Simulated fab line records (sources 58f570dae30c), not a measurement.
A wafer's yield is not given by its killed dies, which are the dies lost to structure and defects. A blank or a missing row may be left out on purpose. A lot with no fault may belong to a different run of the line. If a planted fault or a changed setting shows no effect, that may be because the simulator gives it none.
Which of the tools did it? + flow berkeley_cmos170 + 14 lots, 42 wafers sampled, at 3 steps of a route of 331

WHAT THE GAUGES READ, wafer by wafer
UCB170_V2_BOW_MEAS_03.
| lot  | measured     | on            | V2_BOW (um) |
|------|--------------|---------------|-------------|
| L377 | day 8 06:30  | film_metro-01 | 40 28 42    |
| L378 | day 8 09:23  | film_metro-01 | 31 33 25    |
| L379 | day 8 09:38  | film_metro-04 | 30 33 18    |
| L383 | day 9 07:13  | film_metro-02 | 43 44 46    |
| L382 | day 9 08:36  | film_metro-04 | 44 37 39    |
| L384 | day 10 01:53 | film_metro-01 | 33 40 32    |
| L386 | day 10 02:32 | film_metro-01 | 39 43 45    |
| L389 | day 10 23:19 | film_metro-02 | 39 27 32    |
| L388 | day 10 23:27 | film_metro-01 | 39 44 39    |
| L390 | day 11 00:16 | film_metro-02 | 57 43 40    |
| L393 | day 12 16:20 | film_metro-02 | 30 28 34    |
| L399 | day 13 18:59 | film_metro-02 | 37 42 59    |
| L400 | day 13 21:40 | film_metro-04 | 31 37 38    |
| L398 | day 13 23:41 | film_metro-04 | 31 25 34    |

UCB170_M3_OVL_MEAS_16.
| lot  | measured     | on         | M3_OVL (nm) |
|------|--------------|------------|-------------|
| L377 | day 8 12:41  | overlay-01 | 0 -6 6      |
| L378 | day 8 14:44  | overlay-02 | 4 2 4       |
| L379 | day 8 14:59  | overlay-02 | -1 4 2      |
| L383 | day 9 13:48  | overlay-02 | 4 4 5       |
| L382 | day 9 14:04  | overlay-02 | -2 4 0      |
| L384 | day 10 06:16 | overlay-01 | 1 -4 -9     |
| L386 | day 10 06:59 | overlay-02 | 4 1 6       |
| L389 | day 11 04:17 | overlay-02 | -1 4 3      |
| L388 | day 11 05:01 | overlay-02 | 4 -1 1      |
| L390 | day 11 06:05 | overlay-02 | 2 4 6       |
| L393 | day 12 22:28 | overlay-02 | 7 -3 2      |
| L399 | day 14 00:00 | overlay-01 | 1 9 8       |
| L400 | day 14 04:17 | overlay-02 | 2 5 3       |
| L398 | day 14 05:22 | overlay-01 | 2 3 5       |

WHICH TOOL RAN EACH LOT (tool, then ch and the chambers of the sampled wafers, then the start)
| lot  | UCB170_M2_PRE_CLEAN_00       |
|------|------------------------------|
| L377 | pvd_sputter-02, day 8 03:05  |
| L378 | pvd_sputter-04, day 8 06:13  |
| L379 | pvd_sputter-02, day 8 06:29  |
| L383 | pvd_sputter-04, day 9 03:40  |
| L382 | pvd_sputter-02, day 9 05:23  |
| L384 | pvd_sputter-02, day 9 22:51  |
| L386 | pvd_sputter-04, day 9 23:22  |
| L389 | pvd_sputter-04, day 10 19:49 |
| L388 | pvd_sputter-02, day 10 20:07 |
| L390 | pvd_sputter-01, day 10 20:22 |
| L393 | pvd_sputter-02, day 12 13:19 |
| L399 | pvd_sputter-04, day 13 15:37 |
| L400 | pvd_sputter-04, day 13 18:22 |
| L398 | pvd_sputter-02, day 13 19:58 |
- UCB170_M2_PRE_CLEAN_00: preclean etch time 60 s.

WHAT THE TOOLS THEMSELVES READ (means of the sampled wafers that have a number; where no wafer has one, the mark that the record gives instead)
The record holds no such reading with a usual standard deviation.

THE ANSWER, worked out from the rows above alone
Rule: the lots themselves supply what counts as usual. The widest of any qualifying gaps counts: lots, ordered by their means at a reading, are off when they make up no more than a third of the lots, leave a main group of 4 or more, and stand apart from it by 3 or more times the standard deviation of that group's means. Not used: any main group whose means are identical at the precision the tables above print for the reading. A lot without any number at a reading at which 4 lots or more have one is off too. Any other lot the step has rows for is counted as sound. After the gauges, taken in route order, come the tools' own readings; for these a lot's mean is taken, as printed above. At the first step where some lot is off, the reading lying furthest off is the one used; lots without a number count as furthest.
No lot is off at any reading shown: from this, nothing can be told.

WHAT WAS PUT IN BY THE SIMULATOR
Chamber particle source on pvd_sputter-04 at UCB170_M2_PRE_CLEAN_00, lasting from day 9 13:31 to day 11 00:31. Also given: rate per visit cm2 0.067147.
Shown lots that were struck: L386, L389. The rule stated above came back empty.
